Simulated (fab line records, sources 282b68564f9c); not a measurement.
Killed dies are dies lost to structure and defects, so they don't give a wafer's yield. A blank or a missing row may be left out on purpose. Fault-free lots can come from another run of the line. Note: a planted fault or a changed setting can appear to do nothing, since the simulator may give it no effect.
fab line records ; flow ritCmos
record lots=6; wafers=18; lastDay=7
route steps=202 shown FOX2@24 NWELL@28 PWELL@39 WELLDRIVE@50 M1@202
lots that met no fault: from a run of the same line without faults
startH: the number of hours between the record's first day and the start of the first shown wafer of the lot ; waitH: how many hours have passed since the lot's step before this one ; " as in the row above ; L1.1+2: a row that stands for several wafers ; - no value present, or no start provided ; * or withheld: withheld ; < > ~ a bound
route shown NAME@n: a module of which the file shows steps, and the number in the route of the first ; usual: average and standard deviation across the fault-free wafers ; same: alike in all rows ; chamber/n: place in a boat ; sites: readings site by site ; _std_site: the values' standard deviation ; _edge_site: mean of outer sites minus mean of inner sites ; radiusMm: for every site, how far away it sits from the centre of the wafer ; mask NAME#n: copy n ; behind: tool/chamber where the wafer was last shaped ; hold: reason for holding the lot/hours on hold/outcome of the hold ; device: whichever transistor did not switch (one of n, p or np) ; end of line: at the end of the route, the tests of the same wafers ; a step with no rows: only its recipe ; killed: dies that structure and defects cost at the first sort, which is not the same as the wafer's yield ; map: per-die view of a wafer (x killed, . not killed, _ where there is no die)
set.NAME: the run value of the setting; set.NAME@STEP: its run value at that earlier step ; model.NAME: the simulator's own value behind a step, which no gauge read
lots seen at some steps along the route; tables by step, rows by wafer
services: when a tool's chamber went out of use (startH, in hours from the record's first day, below 0 if earlier), for how many hours, and the reason
## steps
# step RIT_FOX2_THK_MEAS_01
# recipe reads=SiO2_of_FOX2_OXIDATION_00
# usual FOX2_OXIDE_THK=353/6.8
lot.wafer;tool;chamber;startH;waitH;FOX2_OXIDE_THK[nm]
L788.1;filmMetro-01;-;35.38;0.0;369
L788.3;filmMetro-01;-;35.38;0.0;364
L788.5;filmMetro-01;-;35.38;0.0;364
L789.3;filmMetro-01;-;40.75;0.0;343
L789.4;filmMetro-01;-;40.75;0.0;343
L789.5;filmMetro-01;-;40.75;0.0;342
L797.1;filmMetro-04;-;80.28;0.0;352
L797.2;filmMetro-04;-;80.28;0.0;350
L797.3;filmMetro-04;-;80.28;0.0;353
L802.2;filmMetro-02;-;104.70;0.0;345
L802.3;filmMetro-02;-;104.70;0.0;346
L802.5;filmMetro-02;-;104.70;0.0;350
L805.4;filmMetro-01;-;119.90;0.0;356
L805.5;filmMetro-01;-;119.90;0.0;358
L805.6;filmMetro-01;-;119.90;0.0;353
L806.3;filmMetro-01;-;125.25;0.0;357
L806.4;filmMetro-01;-;125.25;0.0;355
L806.6;filmMetro-01;-;125.25;0.0;357
# step RIT_FOX2_CLEAN_02
# recipe chemistry=dHF; dilution=50:1; timeS=180
# step RIT_FOX2_WET_ETCH_03
# recipe chemistry=H3PO4; target=Si3N4; targetDepthNm=195; tempC=165; timeS=2700
# step RIT_FOX2_THK_MEAS_90
# recipe reads=SiO2_of_FOX2_OXIDATION_00
# usual FIELD_OXIDE_LEFT_1_THK=326/6.8
lot.wafer;tool;chamber;startH;waitH;FIELD_OXIDE_LEFT_1_THK[nm]
L788.1;filmMetro-02;-;36.33;0.0;342
L788.3;filmMetro-02;-;36.33;0.0;336
L788.5;filmMetro-02;-;36.33;0.0;336
L789.3;filmMetro-04;-;41.63;0.0;316
L789.4;filmMetro-04;-;41.63;0.0;315
L789.5;filmMetro-04;-;41.63;0.0;314
L797.1;filmMetro-01;-;81.16;0.0;324
L797.2;filmMetro-01;-;81.16;0.0;321
L797.3;filmMetro-01;-;81.16;0.0;325
L802.2;filmMetro-02;-;105.65;0.0;318
L802.3;filmMetro-02;-;105.65;0.0;319
L802.5;filmMetro-02;-;105.65;0.0;323
L805.4;filmMetro-01;-;120.84;0.0;330
L805.5;filmMetro-01;-;120.84;0.0;331
L805.6;filmMetro-01;-;120.84;0.0;326
L806.3;filmMetro-01;-;126.14;0.0;330
L806.4;filmMetro-01;-;126.14;0.0;328
L806.6;filmMetro-01;-;126.14;0.0;330
# step RIT_NWELL_HMDS_00
# recipe primeTimeS=60; primeTempC=140
# step RIT_NWELL_COAT_01
# recipe resist=NOVOLAK; spinRpm=2000; resistThkNm=1321
# step RIT_NWELL_SOFTBAKE_02
# recipe resist=NOVOLAK; tempC=90; timeS=60
# step RIT_NWELL_EXPOSE_03
# recipe maskId=M2; na=0.57; targetCdNm=43900; doseMj=250
# step RIT_NWELL_PEB_04
# recipe resist=NOVOLAK; tempC=withheld; timeS=withheld
# step RIT_NWELL_DEVELOP_05
# recipe resist=NOVOLAK; developTimeS=68; devTempC=23
# step RIT_NWELL_OVL_MEAS_06
# usual NWELL_OVL=-0.9/1.3
lot.wafer;tool;chamber;startH;waitH;NWELL_OVL[nm]
L788.1;overlay-02;-;37.39;-;-2.2
L788.3;overlay-02;-;37.39;-;-3.0
L788.5;overlay-02;-;37.39;-;-3.7
L789.3;overlay-01;-;42.69;-;-1.4
L789.4;overlay-01;-;42.69;-;-0.2
L789.5;overlay-01;-;42.69;-;-1.5
L797.1;overlay-02;-;82.10;-;0.4
L797.2;overlay-02;-;82.10;-;0.8
L797.3;overlay-02;-;82.10;-;-1.4
L802.2;overlay-02;-;106.71;-;-0.7
L802.3;overlay-02;-;106.71;-;-1.8
L802.5;overlay-02;-;106.71;-;-2.3
L805.4;overlay-02;-;121.77;-;0.5
L805.5;overlay-02;-;121.77;-;-0.8
L805.6;overlay-02;-;121.77;-;-1.5
L806.3;overlay-02;-;127.07;-;0.0
L806.4;overlay-02;-;127.07;-;-1.0
L806.6;overlay-02;-;127.07;-;-0.8
# step RIT_NWELL_HARDBAKE_07
# recipe resist=NOVOLAK; tempC=140; timeS=120
# step RIT_NWELL_IMPLANT_08
# recipe species=P; energyKev=170; doseCm2=5e+13; tiltDeg=7
# usual beamEnergyKeV=169.99/0.043; beamOnS=10.00/0.19
lot.wafer;tool;chamber;startH;waitH;beamEnergyKeV;beamOnS;model.implant.rpNm;model.implant.drpNm
L788.1;implanter-04;0;37.68;0.2;170.00;9.81;223;68.82
L788.3;implanter-04;0;37.68;0.2;169.90;10.27;223;68.82
L788.5;implanter-04;0;37.68;0.2;169.90;10.10;223;68.82
L789.3;implanter-04;0;43.01;0.2;169.98;10.26;220.8;68.82
L789.4;implanter-04;0;43.01;0.2;169.97;10.03;220.8;68.82
L789.5;implanter-04;0;43.01;0.2;169.94;10.37;220.8;68.82
L797.1;implanter-04;0;82.39;0.2;118.98;9.88;146.9;52.37
L797.2;implanter-04;0;82.39;0.2;118.99;10.03;146.9;52.37
L797.3;implanter-04;0;82.39;0.2;118.98;10.42;146.9;52.37
L802.2;implanter-04;0;107.11;0.2;118.92;9.55;144.8;52.37
L802.3;implanter-04;0;107.11;0.2;119.05;9.68;144.8;52.37
L802.5;implanter-04;0;107.11;0.2;119.00;10.15;144.8;52.37
L805.4;implanter-03;0;122.11;0.2;169.94;10.02;211.7;68.82
L805.5;implanter-03;0;122.11;0.2;169.94;9.89;211.7;68.82
L805.6;implanter-03;0;122.11;0.2;169.93;9.97;211.7;68.82
L806.3;implanter-01;0;127.39;0.2;170.04;9.84;213.6;68.82
L806.4;implanter-01;0;127.39;0.2;169.99;10.28;213.6;68.82
L806.6;implanter-01;0;127.39;0.2;169.95;10.06;213.6;68.82
# step RIT_NWELL_STRIP_09
# recipe chemistry=O2; timeS=180; resist=NOVOLAK; platenTempC=withheld; powerW=500; pressureMtorr=4000; o2FlowSccm=4000
# usual chamberPressureMTorr=4000/3.4; drypumpMotorCurrentA=5.9/0.33
lot.wafer;tool;chamber;startH;waitH;chamberPressureMTorr;drypumpMotorCurrentA;rfHoursCounterH
L788.1;plasmaAsher-02;0;37.83;0.1;3997;6.1;39
L788.3;plasmaAsher-02;1;37.83;0.1;4000;6.1;-
L788.5;plasmaAsher-02;1;37.83;0.1;3999;6.2;-
L789.3;plasmaAsher-02;0;43.17;0.1;3998;6.1;-
L789.4;plasmaAsher-02;1;43.17;0.1;3998;6.1;-
L789.5;plasmaAsher-02;0;43.17;0.1;4000;6.1;-
L797.1;plasmaAsher-02;0;82.54;0.1;4002;6.1;44
L797.2;plasmaAsher-02;1;82.54;0.1;4000;6.1;44
L797.3;plasmaAsher-02;1;82.54;0.1;4000;6.1;-
L802.2;plasmaAsher-02;1;107.24;0.1;4002;6.1;47
L802.3;plasmaAsher-02;0;107.24;0.1;4001;6.1;-
L802.5;plasmaAsher-02;1;107.24;0.1;4004;6.1;-
L805.4;plasmaAsher-03;1;122.25;0.1;4005;6.3;-
L805.5;plasmaAsher-03;1;122.25;0.1;4002;6.3;-
L805.6;plasmaAsher-03;0;122.25;0.1;4002;5.9;-
L806.3;plasmaAsher-04;0;127.55;0.1;3999;6.0;-
L806.4;plasmaAsher-04;1;127.55;0.1;4000;5.3;-
L806.6;plasmaAsher-04;0;127.55;0.1;4003;6.0;-
# step RIT_NWELL_TW_MEAS_10
# usual NWELL_TW=2140/22
lot.wafer;tool;chamber;startH;waitH;NWELL_TW
L788.1;filmMetro-03;-;38.00;0.1;2110
L788.3;filmMetro-03;-;38.00;0.1;2107
L788.5;filmMetro-03;-;38.00;0.1;2124
L789.3;filmMetro-03;-;43.31;0.1;2129
L789.4;filmMetro-03;-;43.31;0.1;2116
L789.5;filmMetro-03;-;43.31;0.1;2113
L797.1;filmMetro-04;-;82.71;0.1;2024
L797.2;filmMetro-04;-;82.71;0.1;2023
L797.3;filmMetro-04;-;82.71;0.1;2017
L802.2;filmMetro-01;-;107.42;0.1;1995
L802.3;filmMetro-01;-;107.42;0.1;1992
L802.5;filmMetro-01;-;107.42;0.1;1991
L805.4;filmMetro-01;-;122.39;0.1;2155
L805.5;filmMetro-01;-;122.39;0.1;2127
L805.6;filmMetro-01;-;122.39;0.1;2147
L806.3;filmMetro-04;-;127.69;0.1;2172
L806.4;filmMetro-04;-;127.69;0.1;2156
L806.6;filmMetro-04;-;127.69;0.1;2177
# step RIT_PWELL_HMDS_00
# recipe primeTimeS=60; primeTempC=140
# step RIT_PWELL_COAT_01
# recipe resist=NOVOLAK; spinRpm=2000; resistThkNm=1300
# step RIT_PWELL_SOFTBAKE_02
# recipe resist=NOVOLAK; tempC=90; timeS=61.43
# usual plateSensorTCentreC=90.969/0.01; plateSensorTEdgeC=91.019/0.011; softbakeTempC=89.97/0.13
lot.wafer;tool;chamber;startH;waitH;plateSensorTCentreC;plateSensorTEdgeC;softbakeTempC
L788.1;lithoTrack-01;0;38.36;0.1;90.945;91.038;89.88
L788.3;lithoTrack-01;0;38.36;0.1;90.973;91.026;89.93
L788.5;lithoTrack-01;0;38.36;0.1;90.969;91.021;89.69
L789.3;lithoTrack-02;0;43.70;0.1;90.969;91.018;90.03
L789.4;lithoTrack-02;0;43.70;0.1;90.973;91.018;89.91
L789.5;lithoTrack-02;0;43.70;0.1;90.979;91.026;89.85
L797.1;lithoTrack-01;0;83.13;0.1;90.963;91.005;89.85
L797.2;lithoTrack-01;0;83.13;0.1;90.971;91.033;90.00
L797.3;lithoTrack-01;0;83.13;0.1;90.984;91.015;89.98
L802.2;lithoTrack-01;0;107.80;0.1;90.979;91.031;89.90
L802.3;lithoTrack-01;0;107.80;0.1;90.976;91.017;89.95
L802.5;lithoTrack-01;0;107.80;0.1;90.978;91.015;90.05
L805.4;lithoTrack-01;0;122.80;0.1;90.966;91.015;89.83
L805.5;lithoTrack-01;0;122.80;0.1;90.971;91.016;90.02
L805.6;lithoTrack-01;0;122.80;0.1;90.981;91.026;89.93
L806.3;lithoTrack-01;0;128.08;0.1;90.988;91.012;89.79
L806.4;lithoTrack-01;0;128.08;0.1;90.977;91.026;89.86
L806.6;lithoTrack-01;0;128.08;0.1;90.960;90.997;89.87
# step RIT_PWELL_EXPOSE_03
# recipe maskId=M3; na=0.57; targetCdNm=43700; doseMj=250
# step RIT_PWELL_PEB_04
# recipe resist=NOVOLAK; tempC=withheld; timeS=withheld
# step RIT_PWELL_DEVELOP_05
# recipe resist=NOVOLAK; developTimeS=68; devTempC=23
# step RIT_PWELL_OVL_MEAS_06
# usual PWELL_OVL=-1.1/1.5
lot.wafer;tool;chamber;startH;waitH;PWELL_OVL[nm]
L788.1;overlay-02;-;39.04;-;-0.5
L788.3;overlay-02;-;39.04;-;-2.0
L788.5;overlay-02;-;39.04;-;-0.7
L789.3;overlay-01;-;44.36;-;-1.8
L789.4;overlay-01;-;44.36;-;-1.3
L789.5;overlay-01;-;44.36;-;-0.6
L797.1;overlay-01;-;83.83;-;0.2
L797.2;overlay-01;-;83.83;-;0.1
L797.3;overlay-01;-;83.83;-;-1.1
L802.2;overlay-01;-;108.48;-;-0.2
L802.3;overlay-01;-;108.48;-;-1.3
L802.5;overlay-01;-;108.48;-;-0.7
L805.4;overlay-01;-;123.32;-;-2.4
L805.5;overlay-01;-;123.32;-;-4.2
L805.6;overlay-01;-;123.32;-;-4.9
L806.3;overlay-01;-;128.62;-;-3.3
L806.4;overlay-01;-;128.62;-;-2.8
L806.6;overlay-01;-;128.62;-;-0.8
# step RIT_PWELL_HARDBAKE_07
# recipe resist=NOVOLAK; tempC=140; timeS=120
# step RIT_PWELL_IMPLANT_08
# recipe species=B; energyKev=170; doseCm2=7.12e+13; tiltDeg=7
# step RIT_PWELL_STRIP_09
# recipe chemistry=O2; timeS=180; resist=NOVOLAK; platenTempC=withheld; powerW=500; pressureMtorr=4000; o2FlowSccm=4000
# usual chamberPressureMTorr=4000/3.6; drypumpMotorCurrentA=5.5/0.37
lot.wafer;tool;chamber;startH;waitH;chamberPressureMTorr;drypumpMotorCurrentA;rfHoursCounterH
L788.1;plasmaAsher-01;0;39.48;0.1;4001;5.7;38
L788.3;plasmaAsher-01;0;39.48;0.1;4000;5.7;-
L788.5;plasmaAsher-01;0;39.48;0.1;4000;5.7;-
L789.3;plasmaAsher-04;1;44.85;0.1;4004;5.3;-
L789.4;plasmaAsher-04;0;44.85;0.1;4004;6.0;-
L789.5;plasmaAsher-04;1;44.85;0.1;4002;5.3;-
L797.1;plasmaAsher-01;0;84.27;0.1;3996;5.7;44
L797.2;plasmaAsher-01;1;84.27;0.1;4005;5.1;44
L797.3;plasmaAsher-01;1;84.27;0.1;3994;5.1;-
L802.2;plasmaAsher-01;1;108.91;0.1;4001;5.1;46
L802.3;plasmaAsher-01;0;108.91;0.1;3994;5.7;-
L802.5;plasmaAsher-01;1;108.91;0.1;3996;5.1;-
L805.4;plasmaAsher-04;0;123.80;0.1;4002;6.0;-
L805.5;plasmaAsher-04;0;123.80;0.1;4004;6.0;-
L805.6;plasmaAsher-04;1;123.80;0.1;4001;5.3;-
L806.3;plasmaAsher-04;0;129.10;0.1;3998;6.0;-
L806.4;plasmaAsher-04;1;129.10;0.1;3998;5.3;-
L806.6;plasmaAsher-04;0;129.10;0.1;3996;6.0;-
# step RIT_PWELL_TW_MEAS_10
# usual PWELL_TW=959/9
lot.wafer;tool;chamber;startH;waitH;PWELL_TW
L788.1;filmMetro-01;-;39.65;0.1;962
L788.3;filmMetro-01;-;39.65;0.1;956
L788.5;filmMetro-01;-;39.65;0.1;958
L789.3;filmMetro-01;-;44.98;0.1;954
L789.4;filmMetro-01;-;44.98;0.1;959
L789.5;filmMetro-01;-;44.98;0.1;955
L797.1;filmMetro-04;-;84.44;0.1;967
L797.2;filmMetro-04;-;84.44;0.1;971
L797.3;filmMetro-04;-;84.44;0.1;968
L802.2;filmMetro-04;-;109.10;0.1;961
L802.3;filmMetro-04;-;109.10;0.1;962
L802.5;filmMetro-04;-;109.10;0.1;967
L805.4;filmMetro-01;-;123.95;0.1;957
L805.5;filmMetro-01;-;123.95;0.1;951
L805.6;filmMetro-01;-;123.95;0.1;959
L806.3;filmMetro-04;-;129.24;0.1;968
L806.4;filmMetro-04;-;129.24;0.1;967
L806.6;filmMetro-04;-;129.24;0.1;968
# step RIT_WELLDRIVE_ANNEAL_00
# recipe tempC=1100; timeS=14700; ambient=N2
# step RIT_WELLDRIVE_RS_MEAS_01
# recipe thkMeasGauge=four-point-probe
# usual NWELL_RS=275.3/0.74
lot.wafer;tool;chamber;startH;waitH;NWELL_RS[ohm/sq]
L788.1;filmMetro-04;-;46.89;0.0;275.4
L788.3;filmMetro-04;-;46.89;0.0;275.9
L788.5;filmMetro-04;-;46.89;0.0;276.0
L789.3;filmMetro-01;-;50.33;0.0;275.2
L789.4;filmMetro-01;-;50.33;0.0;275.6
L789.5;filmMetro-01;-;50.33;0.0;275.9
L797.1;filmMetro-04;-;89.90;0.0;277.2
L797.2;filmMetro-04;-;89.90;0.0;276.2
L797.3;filmMetro-04;-;89.90;0.0;277.6
L802.2;filmMetro-01;-;114.88;0.0;277.4
L802.3;filmMetro-01;-;114.88;0.0;276.8
L802.5;filmMetro-01;-;114.88;0.0;278.1
L805.4;filmMetro-03;-;129.12;0.1;274.4
L805.5;filmMetro-03;-;129.12;0.1;275.5
L805.6;filmMetro-03;-;129.12;0.1;274.5
L806.3;filmMetro-04;-;134.40;0.0;275.3
L806.4;filmMetro-04;-;134.40;0.0;275.5
L806.6;filmMetro-04;-;134.40;0.0;274.8
# step RIT_WELLDRIVE_RS_MEAS_02
# recipe thkMeasGauge=four-point-probe
# usual PWELL_RS=424.4/1.1
lot.wafer;tool;chamber;startH;waitH;PWELL_RS[ohm/sq]
L788.1;filmMetro-04;-;47.01;0.1;424.4
L788.3;filmMetro-04;-;47.01;0.1;423.4
L788.5;filmMetro-04;-;47.01;0.1;422.8
L789.3;filmMetro-01;-;50.45;0.1;425.1
L789.4;filmMetro-01;-;50.45;0.1;425.0
L789.5;filmMetro-01;-;50.45;0.1;426.0
L797.1;filmMetro-04;-;90.02;0.1;426.2
L797.2;filmMetro-04;-;90.02;0.1;425.8
L797.3;filmMetro-04;-;90.02;0.1;425.4
L802.2;filmMetro-01;-;115.00;0.1;423.5
L802.3;filmMetro-01;-;115.00;0.1;422.4
L802.5;filmMetro-01;-;115.00;0.1;424.2
L805.4;filmMetro-03;-;129.24;0.1;425.9
L805.5;filmMetro-03;-;129.24;0.1;425.9
L805.6;filmMetro-03;-;129.24;0.1;425.4
L806.3;filmMetro-04;-;134.52;0.1;424.7
L806.4;filmMetro-04;-;134.52;0.1;424.5
L806.6;filmMetro-04;-;134.52;0.1;424.4
# step RIT_M1_PROBE_99
# usual killed_at_M0_to_M3=0.0/0.083; killedAtContacts=0.1/0.27; killedAtFrontEnd=6.7/2.9; killedDies=6.7/2.9; killedOpen=3.4/1.8; killedShort=3.3/2.2
# same grossDies=264; killed_at_M4_up=0; killedAtBackSide=0; killedAtOther=0
lot.wafer;tool;chamber;startH;waitH;killed_at_M0_to_M3;killedAtContacts;killedAtFrontEnd;killedDies;killedOpen;killedShort;model.etest.nwellPinched.rsOhmSq;model.etest.wellEdgeLeft.lineOhmUm;model.etest.wellEdgeRight.lineOhmUm;model.etest.fieldPMetal.vtV;model.etest.fieldP.vtV;model.etest.isoNwellNwell.bvV;model.etest.isoPplusPwell.lateralLog10AUm;model.etest.vpnp.gain
L788.1;prober-01;-;76.35;0.1;1;0;10;11;6;5;337.2;182.1;182.7;-29.35;-13.27;22.21;-9.294;1.082
L788.3;prober-01;-;76.45;0.2;0;0;7;7;2;5;339.1;184;185.2;-29.94;-13.3;22.06;-9.259;1.09
L788.5;prober-01;-;76.55;0.2;0;0;4;4;1;3;339.2;186.2;185.5;-30.28;-13.37;22.14;-9.301;1.076
L789.3;prober-02;-;81.17;0.2;0;1;5;6;4;2;339.7;183.3;185.1;-31.1;-13.25;22.29;-9.354;1.054
L789.4;prober-02;-;81.22;0.2;0;0;8;8;3;5;337.3;184.9;185.9;-31.42;-13.26;22.02;-9.294;1.058
L789.5;prober-02;-;81.27;0.2;0;0;16;16;7;9;339.8;182.8;182.7;-31.31;-13.24;22.16;-9.307;1.036
L797.1;prober-01;-;123.55;0.1;0;0;9;9;9;0;353.9;192.2;192.1;-24.23;-10.68;22.93;-9.18;1.073
L797.2;prober-01;-;123.60;0.1;0;0;4;4;3;1;357.7;193.6;192.4;-24.19;-10.51;23.11;-9.172;1.077
L797.3;prober-01;-;123.65;0.2;0;0;3;3;1;2;352.1;191.7;193.7;-24.69;-10.58;23.27;-9.209;1.075
L802.2;prober-02;-;146.72;0.1;0;0;6;6;5;1;352.4;191.7;189.7;-24.32;-10.25;23.01;-9.233;1.105
L802.3;prober-02;-;146.77;0.2;0;0;2;2;1;1;358.6;194.1;192.8;-23.97;-10.32;22.97;-9.226;1.094
L802.5;prober-02;-;146.87;0.2;0;0;6;6;1;5;357.8;196.3;195.9;-24.59;-10.48;23.15;-9.177;1.123
L805.4;prober-01;-;161.99;0.2;0;0;11;11;8;3;337.3;183.2;185.5;-28.77;-12.52;22.19;-9.255;1.058
L805.5;prober-01;-;162.04;0.2;0;0;5;5;2;3;337.6;185.2;185.6;-28.61;-12.48;22.37;-9.277;1.05
L805.6;prober-01;-;162.09;0.2;0;0;3;3;2;1;336.8;183.8;182.6;-29.02;-12.47;21.99;-9.335;1.048
L806.3;prober-02;-;166.12;0.2;0;0;7;7;4;3;336.8;183;184.5;-29.08;-12.66;22.36;-9.242;1.074
L806.4;prober-02;-;166.17;0.2;0;0;7;7;2;5;337.3;185;183;-29.11;-12.54;22.2;-9.28;1.079
L806.6;prober-02;-;166.27;0.2;0;0;6;6;3;3;338.9;184.9;181.7;-28.97;-12.61;22.39;-9.261;1.093
# killed by level:class
L788.1 SILICIDE:geometricParticle:open=3 GATE:geometricParticle:short=2 GATE:geometricParticle:open=2 FOX1:geometricParticle:open=1 SPACER:geometricParticle:short=1 SILICIDE:geometricParticle:short=1 M1:geometricParticle:short=1
L788.3 GATE:geometricParticle:short=2 SPACER:geometricParticle:open=1 FOX2:geometricParticle:short=1 REOX:geometricParticle:short=1 SPACER:geometricParticle:short=1 SILICIDE:geometricParticle:open=1
L788.5 GATE:geometricParticle:short=2 SPACER:geometricParticle:short=1 SILICIDE:geometricParticle:open=1
L789.3 SPACER:geometricParticle:open=2 GATE:geometricParticle:open=1 GATE:geometricParticle:short=1 SILICIDE:geometricParticle:open=1 CONTACT:geometricParticle:short=1
L789.4 SILICIDE:geometricParticle:short=3 GATE:geometricParticle:short=1 GATE:geometricParticle:open=1 SPACER:geometricParticle:open=1 SPACER:geometricParticle:short=1 SILICIDE:geometricParticle:open=1
L789.5 GATE:geometricParticle:open=4 GATE:geometricParticle:short=4 SILICIDE:geometricParticle:open=3 SPACER:geometricParticle:short=2 FOX2:geometricParticle:short=1 REOX:geometricParticle:short=1 SILICIDE:geometricParticle:short=1
L797.1 FOX1:geometricParticle:open=4 REOX:geometricParticle:open=3 SPACER:geometricParticle:open=2
L797.2 FOX2:geometricParticle:open=1 REOX:geometricParticle:open=1 SPACER:geometricParticle:short=1 SILICIDE:geometricParticle:open=1
L797.3 FOX1:geometricParticle:short=2 GATE:geometricParticle:open=1
L802.2 GATE:geometricParticle:open=2 FOX2:geometricParticle:open=1 GATE:geometricParticle:short=1 REOX:geometricParticle:open=1 SILICIDE:geometricParticle:open=1
L802.3 SILICIDE:geometricParticle:short=1 SILICIDE:geometricParticle:open=1
L802.5 GATE:geometricParticle:short=3 FOX1:geometricParticle:short=1 GATE:geometricParticle:open=1 SILICIDE:geometricParticle:short=1
L805.4 GATE:geometricParticle:open=3 FOX1:geometricParticle:open=2 SPACER:geometricParticle:open=2 FOX1:geometricParticle:short=1 GATE:geometricParticle:short=1 REOX:geometricParticle:open=1 SPACER:geometricParticle:short=1
L805.5 FOX1:geometricParticle:short=2 GATE:geometricParticle:open=1 SPACER:geometricParticle:short=1 SILICIDE:geometricParticle:open=1
L805.6 SPACER:geometricParticle:short=1 SPACER:geometricParticle:open=1 SILICIDE:geometricParticle:open=1
L806.3 FOX2:geometricParticle:short=2 SPACER:geometricParticle:open=2 FOX1:geometricParticle:short=1 GATE:geometricParticle:open=1 SILICIDE:geometricParticle:open=1
L806.4 FOX2:geometricParticle:short=3 FOX2:geometricParticle:open=1 GATE:geometricParticle:short=1 SILICIDE:geometricParticle:open=1 SILICIDE:geometricParticle:short=1
L806.6 GATE:geometricParticle:short=2 FOX2:geometricParticle:open=1 GATE:geometricParticle:open=1 SPACER:geometricParticle:open=1 SPACER:geometricParticle:short=1
## services
tool;chamber;startH;hours;kind
plasmaAsher-03;-;31.99;31.5;repair
implanter-04;-;45.12;4.3;repair
plasmaAsher-03;-;63.47;2.8;pm
implanter-04;-;107.72;3.5;repair
plasmaAsher-04;-;108.75;9.0;pm
plasmaAsher-04;0;108.75;9.0;ventCycle
plasmaAsher-04;1;108.75;9.0;ventCycle
plasmaAsher-04;0;117.75;-;clean
plasmaAsher-04;1;117.75;-;clean
## key
firstSign step=RIT_NWELL_IMPLANT_08; reading=beamEnergyKeV; direction=down; sigmas=99+; usual=169.99; struck=118.99
effect step=RIT_NWELL_TW_MEAS_10; reading=NWELL_TW; direction=down; sigmas=6; usual=2140; struck=2007
effect step=RIT_WELLDRIVE_RS_MEAS_01; reading=NWELL_RS; direction=up; sigmas=2.6; usual=275.3; struck=277.2
modelEffect step=RIT_NWELL_IMPLANT_08; value=implant.rpNm; without=211.2; struck=145.9
modelEffect step=RIT_M1_PROBE_99; value=etest.nwellPinched.rsOhmSq; without=337.4; struck=355.4
metAt RIT_NWELL_IMPLANT_08
struckWafers L797.1,L797.2,L797.3,L802.2,L802.3,L802.5
testerLeftOut L797,L802
onsetBetween 43.01 82.39
fault kind=processParameterDrift; tool=implanter-04; chamber=-; onsetH=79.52; steps=RIT_NWELL_IMPLANT_08; channel=energyKev; offset=-51; shape=step; endH=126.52; actsIn=theseRecipesOnly; stated=170
# testerLeftOut: of these lots the tester's yield and bins aren't shown, on N5 and GAA mostly nor the transistor test; their killed dies are dies lost to structure and defects alone, not to doping, threshold or leakage, so they don't give the yield
